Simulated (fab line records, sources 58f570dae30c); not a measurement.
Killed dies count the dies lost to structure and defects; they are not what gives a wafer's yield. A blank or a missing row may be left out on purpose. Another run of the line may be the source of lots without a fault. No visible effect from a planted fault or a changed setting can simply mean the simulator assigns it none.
Split-lot experiment :: flow berkeley cmos170 :: 23 wafers read across 5 lots, on a route 331 steps long

== THE SPLIT ITSELF ==
At UCB170_ACTIVE_COAT_08 (resist thk 900 nm), the setting resist thk nm was moved away from the recipe's 900 nm on 11 of the 23 wafers read, by -2.9% to +3.1%. All remaining wafers had this setting at the recipe value.

== FROM THE SPLIT TO THE READING: what the file shows between them, 4 steps ==
- UCB170_ACTIVE_EXPOSE_10: exposes mask ACTIVE, target cd 1200 nm (also split here: dose mj)
- UCB170_ACTIVE_PEB_11
- UCB170_ACTIVE_DEVELOP_12: develop time 45 s
- UCB170_ACTIVE_CD_MEAS_13: target cd 1200 nm

== THE READING ==
KrF_of_ACTIVE_COAT_08.thk nm (the simulator's own value, which no gauge read), in nm, at UCB170_ACTIVE_ETCH_15 (etches Si3N4 in CH3F/Ar/O2, stops on SiO2, target depth 242 nm, time 151 s). The file does not state a usual value for it. The 12 wafers here that ran the recipe average 723.5 nm, standard deviation 2.3 nm.

wafer: L075.2
tool, chamber at the split: litho track-03, 0
resist thk nm as run, nm: 900
against the recipe: recipe
KrF_of_ACTIVE_COAT_08.thk nm, nm: 726.6
against lot-mates on the recipe: -

wafer: L075.5
tool, chamber at the split: litho track-03, 0
resist thk nm as run, nm: 900
against the recipe: recipe
KrF_of_ACTIVE_COAT_08.thk nm, nm: 723.8
against lot-mates on the recipe: -

wafer: L075.6
tool, chamber at the split: litho track-03, 0
resist thk nm as run, nm: 900
against the recipe: recipe
KrF_of_ACTIVE_COAT_08.thk nm, nm: 722.6
against lot-mates on the recipe: -

wafer: L076.1
tool, chamber at the split: litho track-02, 0
resist thk nm as run, nm: 900
against the recipe: recipe
KrF_of_ACTIVE_COAT_08.thk nm, nm: 726.9
against lot-mates on the recipe: -

wafer: L076.2
tool, chamber at the split: litho track-02, 0
resist thk nm as run, nm: 900
against the recipe: recipe
KrF_of_ACTIVE_COAT_08.thk nm, nm: 721.7
against lot-mates on the recipe: -

wafer: L076.3
tool, chamber at the split: litho track-02, 0
resist thk nm as run, nm: 900
against the recipe: recipe
KrF_of_ACTIVE_COAT_08.thk nm, nm: 725.5
against lot-mates on the recipe: -

wafer: L076.5
tool, chamber at the split: litho track-02, 0
resist thk nm as run, nm: 927.6
against the recipe: +3.1%
KrF_of_ACTIVE_COAT_08.thk nm, nm: 758.1
against lot-mates on the recipe: +33.4

wafer: L076.6
tool, chamber at the split: litho track-02, 0
resist thk nm as run, nm: 927.6
against the recipe: +3.1%
KrF_of_ACTIVE_COAT_08.thk nm, nm: 748
against lot-mates on the recipe: +23.3

wafer: L081.1
tool, chamber at the split: litho track-02, 0
resist thk nm as run, nm: 879.5
against the recipe: -2.3%
KrF_of_ACTIVE_COAT_08.thk nm, nm: 700.9
against lot-mates on the recipe: -23.0

wafer: L081.3
tool, chamber at the split: litho track-02, 0
resist thk nm as run, nm: 879.5
against the recipe: -2.3%
KrF_of_ACTIVE_COAT_08.thk nm, nm: 702.5
against lot-mates on the recipe: -21.4

wafer: L081.4
tool, chamber at the split: litho track-02, 0
resist thk nm as run, nm: 900
against the recipe: recipe
KrF_of_ACTIVE_COAT_08.thk nm, nm: 724
against lot-mates on the recipe: -

wafer: L081.5
tool, chamber at the split: litho track-02, 0
resist thk nm as run, nm: 900
against the recipe: recipe
KrF_of_ACTIVE_COAT_08.thk nm, nm: 723.7
against lot-mates on the recipe: -

wafer: L081.6
tool, chamber at the split: litho track-02, 0
resist thk nm as run, nm: 879.5
against the recipe: -2.3%
KrF_of_ACTIVE_COAT_08.thk nm, nm: 707.2
against lot-mates on the recipe: -16.6

wafer: L084.2
tool, chamber at the split: litho track-01, 0
resist thk nm as run, nm: 900
against the recipe: recipe
KrF_of_ACTIVE_COAT_08.thk nm, nm: 725.3
against lot-mates on the recipe: -

wafer: L084.3
tool, chamber at the split: litho track-01, 0
resist thk nm as run, nm: 900
against the recipe: recipe
KrF_of_ACTIVE_COAT_08.thk nm, nm: 719.9
against lot-mates on the recipe: -

wafer: L084.4
tool, chamber at the split: litho track-01, 0
resist thk nm as run, nm: 873.9
against the recipe: -2.9%
KrF_of_ACTIVE_COAT_08.thk nm, nm: 696.8
against lot-mates on the recipe: -25.8

wafer: L084.5
tool, chamber at the split: litho track-01, 0
resist thk nm as run, nm: 873.9
against the recipe: -2.9%
KrF_of_ACTIVE_COAT_08.thk nm, nm: 698.7
against lot-mates on the recipe: -23.9

wafer: L084.6
tool, chamber at the split: litho track-01, 0
resist thk nm as run, nm: 873.9
against the recipe: -2.9%
KrF_of_ACTIVE_COAT_08.thk nm, nm: 700.1
against lot-mates on the recipe: -22.5

wafer: L083.1
tool, chamber at the split: litho track-02, 0
resist thk nm as run, nm: 919.1
against the recipe: +2.1%
KrF_of_ACTIVE_COAT_08.thk nm, nm: 742.9
against lot-mates on the recipe: +21.7

wafer: L083.2
tool, chamber at the split: litho track-02, 0
resist thk nm as run, nm: 900
against the recipe: recipe
KrF_of_ACTIVE_COAT_08.thk nm, nm: 722.7
against lot-mates on the recipe: -

wafer: L083.3
tool, chamber at the split: litho track-02, 0
resist thk nm as run, nm: 900
against the recipe: recipe
KrF_of_ACTIVE_COAT_08.thk nm, nm: 719.6
against lot-mates on the recipe: -

wafer: L083.4
tool, chamber at the split: litho track-02, 0
resist thk nm as run, nm: 919.1
against the recipe: +2.1%
KrF_of_ACTIVE_COAT_08.thk nm, nm: 739.7
against lot-mates on the recipe: +18.5

wafer: L083.6
tool, chamber at the split: litho track-02, 0
resist thk nm as run, nm: 919.1
against the recipe: +2.1%
KrF_of_ACTIVE_COAT_08.thk nm, nm: 742.9
against lot-mates on the recipe: +21.7

THE FIT
A straight line over all 23 wafers: KrF_of_ACTIVE_COAT_08.thk nm changes by +8.92 nm for each +1% of resist thk nm; r = +0.99; the points scatter about the line by 2.7 nm.
The same after taking each lot's own level away (the mean of its wafers on the recipe; 23 wafers): +8.96 nm for each +1%; r = +0.99; scatter 2.6 nm.
That fit puts the effect of the largest move of resist thk nm on the reading at 27 nm.
Measured against the standard deviation above, the lots' own levels, which go from 721.15 to 724.70 nm, span 1.6 times it.
The two slopes agree, so the slope changes little with the lot-to-lot level.
Check: +26.8 nm against its lot-mates is what the line predicts for one of the wafers moved furthest among these (+3.1%) when that wafer is left out of the fit. Against them it came out at +33.4 nm.

== FURTHER SPLITS ON THESE WAFERS ==
Note: prior to the reading, these wafers also went through further splits. Each is held against what the fit with the lots' levels taken away leaves over:
other split on the same wafers: UCB170_NWELL_IMPLANT_14 energy kev
wafers away from the commonest value: 6
r with KrF_of_ACTIVE_COAT_08.thk nm (lot level and that fit taken away): -0.05

other split on the same wafers: UCB170_PWELL_CVD_05 pressure mtorr
wafers away from the commonest value: 18
r with KrF_of_ACTIVE_COAT_08.thk nm (lot level and that fit taken away): +0.15

other split on the same wafers: UCB170_ACTIVE_EXPOSE_10 dose mj
wafers away from the commonest value: 6
r with KrF_of_ACTIVE_COAT_08.thk nm (lot level and that fit taken away): -0.13

== THE WHOLE CHAIN: every reading that the file lists as answering this split, in the file's order ==
step: UCB170_ACTIVE_COAT_08
what it does: resist thk 900 nm
reading: KrF_of_ACTIVE_COAT_08.thk nm (the simulator's own value, which no gauge read)
change (the file's fit): +9.08 nm for each +1% of the setting
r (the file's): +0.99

step: UCB170_ACTIVE_ETCH_15
what it does: etches Si3N4 in CH3F/Ar/O2, stops on SiO2, target depth 242 nm, time 151 s
reading: KrF_of_ACTIVE_COAT_08.thk nm (the simulator's own value, which no gauge read)
change (the file's fit): +8.98 nm for each +1% of the setting
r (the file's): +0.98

step: UCB170_ACTIVE_STRIP_16
what it does: strips in O2
reading: strip time to endpoint s
change (the file's fit): withheld for each +1% of the setting
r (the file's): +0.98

== FILE'S OWN FIT ==
KrF_of_ACTIVE_COAT_08.thk nm changes by +8.98 nm for each +1% of resist thk nm, r = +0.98.
